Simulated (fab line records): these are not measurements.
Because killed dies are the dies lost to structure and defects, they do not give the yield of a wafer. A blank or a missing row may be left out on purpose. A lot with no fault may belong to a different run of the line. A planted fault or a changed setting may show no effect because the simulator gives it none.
Which tool did it? -- flow berkeley-cmos170 -- 14 lots, 42 wafers sampled, at 5 steps of a route of 331

== WHAT THE GAUGES SHOWED, per wafer ==
UCB170_FIELD_THK_MEAS_90. Usual: FIELD_OXIDE_LEFT_1_THK typically reads 444 nm, with standard deviation 13.
lot,measured,on,FIELD_OXIDE_LEFT_1_THK (nm),flag
L774,day 5 07:02,film-metro-01,458 448 457,
L775,day 5 18:39,film-metro-04,440 431 430,
L776,day 5 18:38,film-metro-02,431 436 440,
L778,day 5 18:42,film-metro-02,446 448 450,
L779,day 6 04:26,film-metro-02,443 437 447,
L781,day 6 17:39,film-metro-02,443 451 446,
L782,day 6 17:40,film-metro-01,435 430 437,
L788,day 7 22:13,film-metro-01,493 497 492,OFF
L789,day 7 22:12,film-metro-04,496 504 496,OFF
L790,day 8 08:34,film-metro-02,443 435 445,
L791,day 8 08:34,film-metro-04,434 431 437,
L792,day 8 19:14,film-metro-01,445 443 445,
L795,day 9 10:28,film-metro-04,451 461 452,
L797,day 9 22:52,film-metro-04,451 448 456,

UCB170_FIELD_THK_MEAS_91. Usual: FIELD_OXIDE_LEFT_2_THK typically reads 355 nm, with standard deviation 13.
lot,measured,on,FIELD_OXIDE_LEFT_2_THK (nm),flag
L774,day 5 20:55,film-metro-01,370 359 368,
L775,day 6 11:00,film-metro-01,353 344 342,
L776,day 6 12:04,film-metro-04,342 347 351,
L778,day 6 11:15,film-metro-02,358 359 361,
L779,day 6 20:02,film-metro-02,355 349 359,
L781,day 7 12:01,film-metro-02,354 362 358,
L782,day 7 12:19,film-metro-01,347 342 349,
L788,day 8 13:44,film-metro-01,406 409 403,OFF
L789,day 8 13:48,film-metro-02,408 416 408,OFF
L790,day 8 23:26,film-metro-02,354 347 356,
L791,day 8 23:34,film-metro-01,345 341 348,
L792,day 9 14:47,film-metro-01,355 354 355,
L795,day 10 04:44,film-metro-04,363 373 363,
L797,day 10 14:17,film-metro-02,364 360 369,

UCB170_M1_OVL_MEAS_10. Usual: M1_OVL typically reads 0 nm, with standard deviation 6.
lot,measured,on,M1_OVL (nm),flag
L774,day 7 13:44,overlay-01,-4 -10 -15,
L775,day 7 19:42,overlay-01,15 15 5,
L776,day 7 22:38,overlay-01,3 8 -3,
L778,day 7 20:53,overlay-02,0 -2 2,
L779,day 8 06:13,overlay-01,1 5 2,
L781,day 8 20:58,overlay-01,6 1 -2,
L782,day 8 23:25,overlay-01,3 -3 4,
L790,day 10 07:50,overlay-01,2 5 0,
L791,day 10 09:53,overlay-01,-11 -10 -7,
L792,day 11 00:37,overlay-02,-4 2 -2,
L795,day 11 17:57,overlay-02,1 -3 2,
L797,day 12 00:16,overlay-01,-1 0 -7,

UCB170_M2_OVL_MEAS_16. Usual: M2_OVL typically reads 2 nm, with standard deviation 5.
lot,measured,on,M2_OVL (nm),flag
L774,day 7 23:00,overlay-02,-8 -1 -2,
L775,day 8 08:31,overlay-02,3 8 -10,
L776,day 8 08:53,overlay-01,4 2 4,
L778,day 8 09:14,overlay-01,8 3 13,
L779,day 8 14:20,overlay-02,14 8 11,
L781,day 9 07:44,overlay-02,-3 -5 -4,
L782,day 9 08:05,overlay-02,-6 -1 3,
L790,day 10 18:15,overlay-01,4 0 -4,
L791,day 10 18:37,overlay-02,9 12 4,
L792,day 11 08:31,overlay-02,2 -2 -6,
L795,day 12 02:22,overlay-02,9 7 6,
L797,day 12 10:10,overlay-01,8 1 6,

== WHAT TOOL EACH LOT RAN ON (gives the tool, then ch and the chambers of the sampled wafers, and finally the start) ==
lot,UCB170_FIELD_WET_ETCH_06
L774,"wet-bench-01 ch 3, day 5 07:00"
L775,"wet-bench-04 ch 1, day 5 18:38"
L776,"wet-bench-04 ch 1, day 5 18:38"
L778,"wet-bench-04 ch 0, day 5 18:38"
L779,"wet-bench-04 ch 1, day 6 04:24"
L781,"wet-bench-04 ch 2, day 6 17:38"
L782,"wet-bench-04 ch 0, day 6 17:38"
L788,"wet-bench-01 ch 2, day 7 22:11"
L789,"wet-bench-01 ch 1, day 7 22:11"
L790,"wet-bench-01 ch 3, day 8 08:33"
L791,"wet-bench-01 ch 2, day 8 08:33"
L792,"wet-bench-04 ch 3, day 8 19:14"
L795,"wet-bench-04 ch 3, day 9 10:26"
L797,"wet-bench-04 ch 3, day 9 22:51"
- UCB170_FIELD_WET_ETCH_06: etches SiO2 in BOE, time 22.83 s.

== AS READ BY THE TOOLS THEMSELVES (means over the sampled wafers that have a number; for cases with no such wafer, the mark the record gives instead) ==
UCB170_FIELD_WET_ETCH_06. Usual: bath-heat-duty-pct 6.1 %, standard deviation 0.63; run-length-s 53.0 s, standard deviation 0.76.
lot,tool,bath-heat-duty-pct (%),run-length-s (s),flag
L774,wet-bench-01,6.3,56.6,OFF
L775,wet-bench-04,6.5,52.8,
L776,wet-bench-04,6.3,52.8,
L778,wet-bench-04,5.9,52.8,
L779,wet-bench-04,6.4,52.8,
L781,wet-bench-04,5.8,52.8,
L782,wet-bench-04,5.8,52.8,
L788,wet-bench-01,-,-,OFF
L789,wet-bench-01,-,-,OFF
L790,wet-bench-01,6.9,52.8,
L791,wet-bench-01,6.3,52.8,
L792,wet-bench-04,5.7,52.8,
L795,wet-bench-04,5.5,52.8,
L797,wet-bench-04,5.7,52.8,

== THE ANSWER, worked out from the rows above alone ==
Rule: a lot counts as off when the mean over its wafers that have a number is more than 3 standard deviations away from the usual mean. Also off: a lot with no number at a reading for which 4 or more lots have one. The other lots that the step has rows for count as sound. First the gauges in route order, then the tools' own readings, where a lot's mean is used as printed above. At the first step where some lot is off, the reading lying furthest off is the one used; lots without a number count as furthest.
Off: L788, L789, seen at UCB170_FIELD_THK_MEAS_90 (FIELD_OXIDE_LEFT_1_THK).
A tool fits if, at a process step before that reading, it ran every lot that is off, and no sound lot after the first of them. Not tried: the gauges at UCB170_FIELD_THK_MEAS_90; whatever is off there is also off at UCB170_FIELD_WET_ETCH_06, on other tools, and gauge error can't account for it. Not one of the candidates tried fits.

== WHAT HAD BEEN PUT IN BY THE SIMULATOR ==
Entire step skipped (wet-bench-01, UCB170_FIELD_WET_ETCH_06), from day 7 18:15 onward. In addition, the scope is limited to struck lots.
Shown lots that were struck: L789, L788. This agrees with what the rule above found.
